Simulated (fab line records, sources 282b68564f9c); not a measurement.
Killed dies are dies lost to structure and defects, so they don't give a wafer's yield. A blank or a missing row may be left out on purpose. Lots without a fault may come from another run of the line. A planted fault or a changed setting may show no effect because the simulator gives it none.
Split-lot experiment | flow rit_cmos | 5 lots, 23 wafers read, on a route of 202 steps

THE SPLIT
At RIT_SILICIDE_SPUTTER_01 (material Ti, target thk 30 nm, time 240 s), the setting time_s was moved away from the recipe's 240 s on 10 of the 23 wafers read, by -14.4% to +14.9%. The other wafers ran this setting at the recipe's value.

FROM THE SPLIT TO THE READING: what the file shows between them, 1 step
- RIT_SILICIDE_RS_MEAS_02: measures by four-point-probe

THE READING
SILICIDE_TI_THK, in nm, at RIT_SILICIDE_THK_MEAS_03 (measures by xrf). Fault-free wafers of this fab line usually give 29.7 nm, standard deviation 0.4 nm.

wafer  | tool, chamber at the split | time_s as run, s | against the recipe | SILICIDE_TI_THK, nm | against lot-mates on the recipe
L074.1 | pvd_sputter-03, -          | 240              | recipe             | 30.0                | -
L074.2 | pvd_sputter-03, -          | 240              | recipe             | 29.4                | -
L074.4 | pvd_sputter-03, -          | 205.5            | -14.4%             | 25.9                | -4.0
L074.5 | pvd_sputter-03, -          | 205.5            | -14.4%             | 25.9                | -4.0
L074.6 | pvd_sputter-03, -          | 240              | recipe             | 30.3                | -
L076.1 | pvd_sputter-04, -          | 240              | recipe             | 29.2                | -
L076.2 | pvd_sputter-04, -          | 251.4            | +4.8%              | 31.2                | +1.6
L076.3 | pvd_sputter-04, -          | 251.4            | +4.8%              | 31.1                | +1.5
L076.4 | pvd_sputter-04, -          | 240              | recipe             | 29.8                | -
L076.6 | pvd_sputter-04, -          | 240              | recipe             | 29.8                | -
L079.1 | pvd_sputter-03, -          | 240              | recipe             | 29.0                | -
L079.2 | pvd_sputter-03, -          | 240              | recipe             | 29.3                | -
L079.3 | pvd_sputter-03, -          | 240              | recipe             | 29.5                | -
L084.1 | pvd_sputter-03, -          | 275.7            | +14.9%             | 34.2                | +4.4
L084.2 | pvd_sputter-03, -          | 240              | recipe             | 29.9                | -
L084.3 | pvd_sputter-03, -          | 275.7            | +14.9%             | 34.3                | +4.4
L084.4 | pvd_sputter-03, -          | 240              | recipe             | 29.8                | -
L084.6 | pvd_sputter-03, -          | 275.7            | +14.9%             | 34.3                | +4.4
L085.2 | pvd_sputter-04, -          | 240              | recipe             | 30.3                | -
L085.3 | pvd_sputter-04, -          | 240              | recipe             | 29.5                | -
L085.4 | pvd_sputter-04, -          | 224.7            | -6.4%              | 27.6                | -2.3
L085.5 | pvd_sputter-04, -          | 224.7            | -6.4%              | 27.5                | -2.4
L085.6 | pvd_sputter-04, -          | 224.7            | -6.4%              | 28.1                | -1.8

THE FIT
A straight line over all 23 wafers: SILICIDE_TI_THK changes by +0.293 nm for each +1% of time_s; r = +0.99; the points scatter about the line by 0.35 nm.
The same after taking each lot's own level away (the mean of its wafers on the recipe; 23 wafers): +0.296 nm for each +1%; r = +0.99; scatter 0.29 nm.
On that fit, the largest move of time_s shifts the reading by 4.4 nm.
The lots' own levels span 29.27 to 29.90 nm, that is 1.6 times the standard deviation above.
So the lot-to-lot level changes the slope little: the two slopes agree.
Check: with one of the wafers moved furthest among these (+14.9%) left out of the fit, the line predicts +4.42 nm for it against its lot-mates. It came out at +4.35 nm against them.

OTHER SPLITS ON THESE WAFERS
These wafers also went through other splits before the reading. Each is held against what the fit with the lots' levels taken away leaves over:
other split on the same wafers | wafers away from the commonest value | r with SILICIDE_TI_THK (lot level and that fit taken away)
RIT_SPACER_CVD_03 time_s       | 10                                   | +0.04
RIT_NSD_COAT_01 spin_rpm       | 7                                    | +0.14

THE WHOLE CHAIN: every reading that the file lists as answering this split, in the file's order
step                     | what it does                              | reading                                                                           | change (the file's fit)               | r (the file's)
RIT_SILICIDE_SPUTTER_01  | material Ti, target thk 30 nm, time 240 s | Ti_of_SILICIDE_SPUTTER_01.thk_nm (the simulator's own value, which no gauge read) | +0.295 nm for each +1% of the setting | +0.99
RIT_SILICIDE_RS_MEAS_02  | measures by four-point-probe              | SILICIDE_TI_RS                                                                    | -0.598 for each +1% of the setting    | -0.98
RIT_SILICIDE_THK_MEAS_03 | measures by xrf                           | SILICIDE_TI_THK                                                                   | +0.293 for each +1% of the setting    | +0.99

THE FILE'S OWN FIT
SILICIDE_TI_THK changes by +0.293 nm for each +1% of time_s, r = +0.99.
